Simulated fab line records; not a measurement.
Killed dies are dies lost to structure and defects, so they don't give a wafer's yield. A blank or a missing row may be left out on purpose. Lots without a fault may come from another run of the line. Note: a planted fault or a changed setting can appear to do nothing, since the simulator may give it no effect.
Which of the tools did it? :: flow berkeley_cmos170 :: 14 lots with 42 wafers sampled at 6 steps, on a route of 331 steps

WHAT EACH GAUGE READ, for each wafer
UCB170_NSD_TW_MEAS_10.
lot: L668
measured: day 8 14:32
on: film_metro-03
NSD_TW: 4207 4170 4191

lot: L669
measured: day 8 14:47
on: film_metro-01
NSD_TW: 4196 4181 4201

lot: L673
measured: day 9 11:20
on: film_metro-02
NSD_TW: 4133 4140 4131

lot: L671
measured: day 9 11:37
on: film_metro-01
NSD_TW: 4198 4210 4247

lot: L675
measured: day 9 11:50
on: film_metro-03
NSD_TW: 4186 4194 4202

lot: L674
measured: day 9 11:54
on: film_metro-01
NSD_TW: 4206 4221 4233

lot: L670
measured: day 9 12:05
on: film_metro-03
NSD_TW: 4200 4152 4184

lot: L677
measured: day 9 18:31
on: film_metro-01
NSD_TW: 4208 4210 4192

lot: L679
measured: day 10 08:37
on: film_metro-01
NSD_TW: 4094 4070 4087

lot: L681
measured: day 10 21:37
on: film_metro-03
NSD_TW: 4196 4162 4193

lot: L685
measured: day 11 15:13
on: film_metro-03
NSD_TW: 4106 4092 4082

lot: L688
measured: day 12 02:58
on: film_metro-02
NSD_TW: 4117 4109 4122

lot: L690
measured: day 12 13:20
on: film_metro-03
NSD_TW: 4228 4245 4236

lot: L689
measured: day 12 14:33
on: film_metro-03
NSD_TW: 4266 4263 4230

UCB170_SDANNEAL_RS_MEAS_03: measures by four-point-probe.
lot: L668
measured: day 8 15:46
on: film_metro-03
NSD_RS (ohm/sq): 37.29 37.27 37.35

lot: L669
measured: day 8 16:04
on: film_metro-02
NSD_RS (ohm/sq): 37.25 37.23 37.27

lot: L673
measured: day 9 12:55
on: film_metro-02
NSD_RS (ohm/sq): 37.16 37.16 37.29

lot: L671
measured: day 9 13:07
on: film_metro-03
NSD_RS (ohm/sq): 37.29 37.27 37.27

lot: L675
measured: day 9 13:32
on: film_metro-01
NSD_RS (ohm/sq): 37.20 37.27 37.18

lot: L674
measured: day 9 13:31
on: film_metro-02
NSD_RS (ohm/sq): 37.41 37.40 37.34

lot: L670
measured: day 9 13:52
on: film_metro-03
NSD_RS (ohm/sq): 37.21 37.20 37.21

lot: L677
measured: day 9 20:14
on: film_metro-02
NSD_RS (ohm/sq): 37.19 37.34 37.31

lot: L679
measured: day 10 09:49
on: film_metro-02
NSD_RS (ohm/sq): 42.68 42.68 42.70

lot: L681
measured: day 11 00:20
on: film_metro-02
NSD_RS (ohm/sq): 37.21 37.32 37.20

lot: L685
measured: day 11 16:37
on: film_metro-02
NSD_RS (ohm/sq): 42.80 42.74 42.75

lot: L688
measured: day 12 04:39
on: film_metro-02
NSD_RS (ohm/sq): 37.31 37.33 37.23

lot: L690
measured: day 12 15:22
on: film_metro-02
NSD_RS (ohm/sq): 37.19 37.23 37.14

lot: L689
measured: day 12 17:13
on: film_metro-01
NSD_RS (ohm/sq): 37.35 37.37 37.33

UCB170_M1_CD_MEAS_09: target cd 700 nm.
lot: L668
measured: day 9 00:38
on: cd_sem-02
cd_nm (nm): 697.5 696.8 698.0

lot: L669
measured: day 9 00:58
on: cd_sem-02
cd_nm (nm): 701.6 702.3 701.2

lot: L673
measured: day 9 20:15
on: cd_sem-02
cd_nm (nm): 700.4 700.9 702.1

lot: L671
measured: day 9 21:19
on: cd_sem-02
cd_nm (nm): 701.5 702.9 702.2

lot: L675
measured: day 9 21:56
on: cd_sem-02
cd_nm (nm): 701.6 701.0 702.6

lot: L674
measured: day 9 22:11
on: cd_sem-01
cd_nm (nm): 701.2 700.7 701.0

lot: L670
measured: day 9 22:18
on: cd_sem-02
cd_nm (nm): 698.3 698.6 699.4

lot: L677
measured: day 10 03:03
on: cd_sem-02
cd_nm (nm): 698.5 697.5 699.2

lot: L679
measured: day 10 17:56
on: cd_sem-02
cd_nm (nm): 703.1 704.3 702.2

lot: L681
measured: day 11 08:41
on: cd_sem-02
cd_nm (nm): 698.2 698.8 697.9

lot: L685
measured: day 12 01:53
on: cd_sem-01
cd_nm (nm): 702.2 702.2 702.0

lot: L688
measured: day 12 11:44
on: cd_sem-02
cd_nm (nm): 700.9 700.6 700.0

lot: L690
measured: day 12 22:46
on: cd_sem-01
cd_nm (nm): 699.3 699.5 697.0

lot: L689
measured: day 13 01:37
on: cd_sem-01
cd_nm (nm): 699.4 700.2 700.0

UCB170_V1_OVL_MEAS_13.
lot: L668
measured: day 9 04:28
on: overlay-02
V1_OVL (nm): 3 6 1

lot: L669
measured: day 9 05:40
on: overlay-02
V1_OVL (nm): 2 0 0

lot: L673
measured: day 10 02:44
on: overlay-01
V1_OVL (nm): -1 -2 1

lot: L671
measured: day 10 02:55
on: overlay-02
V1_OVL (nm): -7 -12 -12

lot: L675
measured: day 10 02:49
on: overlay-02
V1_OVL (nm): 1 4 -8

lot: L674
measured: day 10 03:47
on: overlay-01
V1_OVL (nm): 0 -4 1

lot: L670
measured: day 10 04:00
on: overlay-02
V1_OVL (nm): 10 7 5

lot: L677
measured: day 10 08:28
on: overlay-02
V1_OVL (nm): 12 4 -2

lot: L679
measured: day 10 22:15
on: overlay-02
V1_OVL (nm): 8 7 3

lot: L681
measured: day 11 14:18
on: overlay-01
V1_OVL (nm): 14 9 13

lot: L685
measured: day 12 07:53
on: overlay-02
V1_OVL (nm): 3 0 -5

lot: L688
measured: day 12 16:25
on: overlay-01
V1_OVL (nm): -15 -9 -14

lot: L690
measured: day 13 02:29
on: overlay-02
V1_OVL (nm): -2 -1 1

lot: L689
measured: day 13 07:08
on: overlay-02
V1_OVL (nm): -9 -3 -7

WHICH TOOL RAN EACH LOT (tool, then ch and the chambers of the sampled wafers, then the start)
lot: L668
UCB170_NSD_IMPLANT_08: implanter-02 ch 0, day 8 14:19
UCB170_NSD_STRIP_09: plasma_asher-02 ch 0,1, day 8 14:26

lot: L669
UCB170_NSD_IMPLANT_08: implanter-03 ch 0, day 8 14:34
UCB170_NSD_STRIP_09: plasma_asher-01 ch 0,1, day 8 14:42

lot: L673
UCB170_NSD_IMPLANT_08: implanter-03 ch 0, day 9 11:05
UCB170_NSD_STRIP_09: plasma_asher-01 ch 0,1, day 9 11:14

lot: L671
UCB170_NSD_IMPLANT_08: implanter-04 ch 0, day 9 11:23
UCB170_NSD_STRIP_09: plasma_asher-02 ch 0,1, day 9 11:31

lot: L675
UCB170_NSD_IMPLANT_08: implanter-03 ch 0, day 9 11:37
UCB170_NSD_STRIP_09: plasma_asher-01 ch 0,1, day 9 11:44

lot: L674
UCB170_NSD_IMPLANT_08: implanter-02 ch 0, day 9 11:40
UCB170_NSD_STRIP_09: plasma_asher-02 ch 0,1, day 9 11:47

lot: L670
UCB170_NSD_IMPLANT_08: implanter-04 ch 0, day 9 11:50
UCB170_NSD_STRIP_09: plasma_asher-01 ch 0,1, day 9 11:59

lot: L677
UCB170_NSD_IMPLANT_08: implanter-03 ch 0, day 9 18:16
UCB170_NSD_STRIP_09: plasma_asher-03 ch 0,1, day 9 18:25

lot: L679
UCB170_NSD_IMPLANT_08: implanter-03 ch 0, day 10 08:22
UCB170_NSD_STRIP_09: plasma_asher-03 ch 0,1, day 10 08:31

lot: L681
UCB170_NSD_IMPLANT_08: implanter-02 ch 0, day 10 21:22
UCB170_NSD_STRIP_09: plasma_asher-02 ch 0,1, day 10 21:31

lot: L685
UCB170_NSD_IMPLANT_08: implanter-03 ch 0, day 11 15:00
UCB170_NSD_STRIP_09: plasma_asher-02 ch 0,1, day 11 15:08

lot: L688
UCB170_NSD_IMPLANT_08: implanter-02 ch 0, day 12 02:44
UCB170_NSD_STRIP_09: plasma_asher-02 ch 0,1, day 12 02:51

lot: L690
UCB170_NSD_IMPLANT_08: implanter-04 ch 0, day 12 13:05
UCB170_NSD_STRIP_09: plasma_asher-02 ch 0,1, day 12 13:14

lot: L689
UCB170_NSD_IMPLANT_08: implanter-04 ch 0, day 12 14:17
UCB170_NSD_STRIP_09: plasma_asher-01 ch 0,1, day 12 14:25
- UCB170_NSD_IMPLANT_08
- UCB170_NSD_STRIP_09: strips in O2.

AS READ BY THE TOOLS THEMSELVES (means over the sampled wafers that have a number; for cases with no such wafer, the mark the record gives instead)
UCB170_NSD_IMPLANT_08.
lot: L668
tool: implanter-02
beam_energy_keV: 39.990
beam_on_s (s): 9.84
faraday_current_uA: 9404
tilt_deg (degrees): 6.985

lot: L669
tool: implanter-03
beam_energy_keV: 39.989
beam_on_s (s): 9.93
faraday_current_uA: 9317
tilt_deg (degrees): 6.952

lot: L673
tool: implanter-03
beam_energy_keV: 40.005
beam_on_s (s): 9.91
faraday_current_uA: 9345
tilt_deg (degrees): 6.999

lot: L671
tool: implanter-04
beam_energy_keV: 40.004
beam_on_s (s): 10.10
faraday_current_uA: 9188
tilt_deg (degrees): 6.995

lot: L675
tool: implanter-03
beam_energy_keV: 40.012
beam_on_s (s): 10.03
faraday_current_uA: 9208
tilt_deg (degrees): 6.981

lot: L674
tool: implanter-02
beam_energy_keV: 40.011
beam_on_s (s): 10.15
faraday_current_uA: 9119
tilt_deg (degrees): 6.988

lot: L670
tool: implanter-04
beam_energy_keV: 40.011
beam_on_s (s): 10.04
faraday_current_uA: 9232
tilt_deg (degrees): 7.011

lot: L677
tool: implanter-03
beam_energy_keV: 39.991
beam_on_s (s): 10.04
faraday_current_uA: 9231
tilt_deg (degrees): 7.024

lot: L679
tool: implanter-03
beam_energy_keV: 40.000
beam_on_s (s): 7.73
faraday_current_uA: 11960
tilt_deg (degrees): 6.983

lot: L681
tool: implanter-02
beam_energy_keV: 40.002
beam_on_s (s): 10.14
faraday_current_uA: 9143
tilt_deg (degrees): 7.012

lot: L685
tool: implanter-03
beam_energy_keV: 40.002
beam_on_s (s): 7.63
faraday_current_uA: 12130
tilt_deg (degrees): 6.986

lot: L688
tool: implanter-02
beam_energy_keV: 39.991
beam_on_s (s): 10.09
faraday_current_uA: 9166
tilt_deg (degrees): 7.012

lot: L690
tool: implanter-04
beam_energy_keV: 40.009
beam_on_s (s): 10.04
faraday_current_uA: 9236
tilt_deg (degrees): 6.996

lot: L689
tool: implanter-04
beam_energy_keV: 39.997
beam_on_s (s): 10.03
faraday_current_uA: 9193
tilt_deg (degrees): 7.007

UCB170_NSD_STRIP_09.
lot: L668
tool: plasma_asher-02
drypump_motor_current_A (A): 6.1
oes_product_au (a.u.): 0.534
strip_time_to_endpoint_s (s): 35.81

lot: L669
tool: plasma_asher-01
drypump_motor_current_A (A): 5.7
oes_product_au (a.u.): 0.534
strip_time_to_endpoint_s (s): 35.86

lot: L673
tool: plasma_asher-01
drypump_motor_current_A (A): 5.7
oes_product_au (a.u.): 0.534
strip_time_to_endpoint_s (s): 35.86

lot: L671
tool: plasma_asher-02
drypump_motor_current_A (A): 6.2
oes_product_au (a.u.): 0.534
strip_time_to_endpoint_s (s): 35.83

lot: L675
tool: plasma_asher-01
drypump_motor_current_A (A): 6.1
oes_product_au (a.u.): 0.537
strip_time_to_endpoint_s (s): 35.90

lot: L674
tool: plasma_asher-02
drypump_motor_current_A (A): 6.1
oes_product_au (a.u.): 0.533
strip_time_to_endpoint_s (s): 35.78

lot: L670
tool: plasma_asher-01
drypump_motor_current_A (A): 6.1
oes_product_au (a.u.): 0.536
strip_time_to_endpoint_s (s): 35.91

lot: L677
tool: plasma_asher-03
drypump_motor_current_A (A): 5.5
oes_product_au (a.u.): 0.528
strip_time_to_endpoint_s (s): 35.75

lot: L679
tool: plasma_asher-03
drypump_motor_current_A (A): 5.4
oes_product_au (a.u.): 0.551
strip_time_to_endpoint_s (s): 33.45

lot: L681
tool: plasma_asher-02
drypump_motor_current_A (A): 6.2
oes_product_au (a.u.): 0.530
strip_time_to_endpoint_s (s): 35.81

lot: L685
tool: plasma_asher-02
drypump_motor_current_A (A): 6.1
oes_product_au (a.u.): 0.557
strip_time_to_endpoint_s (s): 33.33

lot: L688
tool: plasma_asher-02
drypump_motor_current_A (A): 6.1
oes_product_au (a.u.): 0.534
strip_time_to_endpoint_s (s): 35.74

lot: L690
tool: plasma_asher-02
drypump_motor_current_A (A): 6.2
oes_product_au (a.u.): 0.533
strip_time_to_endpoint_s (s): 35.89

lot: L689
tool: plasma_asher-01
drypump_motor_current_A (A): 6.1
oes_product_au (a.u.): 0.532
strip_time_to_endpoint_s (s): 35.75

THE ANSWER, worked out from the rows above alone
Rule: usual is defined by the lots themselves. Put in order of their means at a reading, lots are off if they are a third of the lots or fewer, leave a main group of 4 or more, and stand apart from it by a gap of 3 or more times the standard deviation of the main group's means; of several such gaps the widest counts. The tables above print the reading to a certain number of digits; a main group whose means all agree to those digits is not used. Also off: a lot with no number at a reading for which 4 or more lots have one. The other lots that the step has rows for count as sound. After the gauges, taken in route order, come the tools' own readings; for these a lot's mean is taken, as printed above. The first step at which some lot is off is used, and at that step the reading that is off furthest; a lot without a number counts as furthest.
Off: L679, L685, seen at UCB170_SDANNEAL_RS_MEAS_03 (NSD_RS). The main group: mean 37.27 ohm/sq, standard deviation 0.058.
If a tool, at a process step before that reading, ran all the lots that are off and no sound lot after the first of them, it fits. The gauges at UCB170_SDANNEAL_RS_MEAS_03 aren't tried: what is off there is off at UCB170_NSD_IMPLANT_08 too, on other tools, and a gauge's error can't cause that. One fits: UCB170_NSD_IMPLANT_08 on implanter-03. A fault onset in the window from L677 (day 9 18:16, its last sound lot) to L679 (day 10 08:22, its first lot off) fits.
The tool's own readings at UCB170_NSD_IMPLANT_08 bear it out: on the lots that are off they differ by more than 5 times the standard deviation of the sound lots' means. beam_on_s reads 7.68 s there against 10.03 s on the sound lots; faraday_current_uA reads 12045 there against 9232 on the sound lots.

WHAT THE SIMULATOR HAD PUT IN
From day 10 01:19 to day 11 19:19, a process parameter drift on implanter-03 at UCB170_NSD_IMPLANT_08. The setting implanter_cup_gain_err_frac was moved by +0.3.
Struck lots among those shown: L679, L685. The rule above found the same.
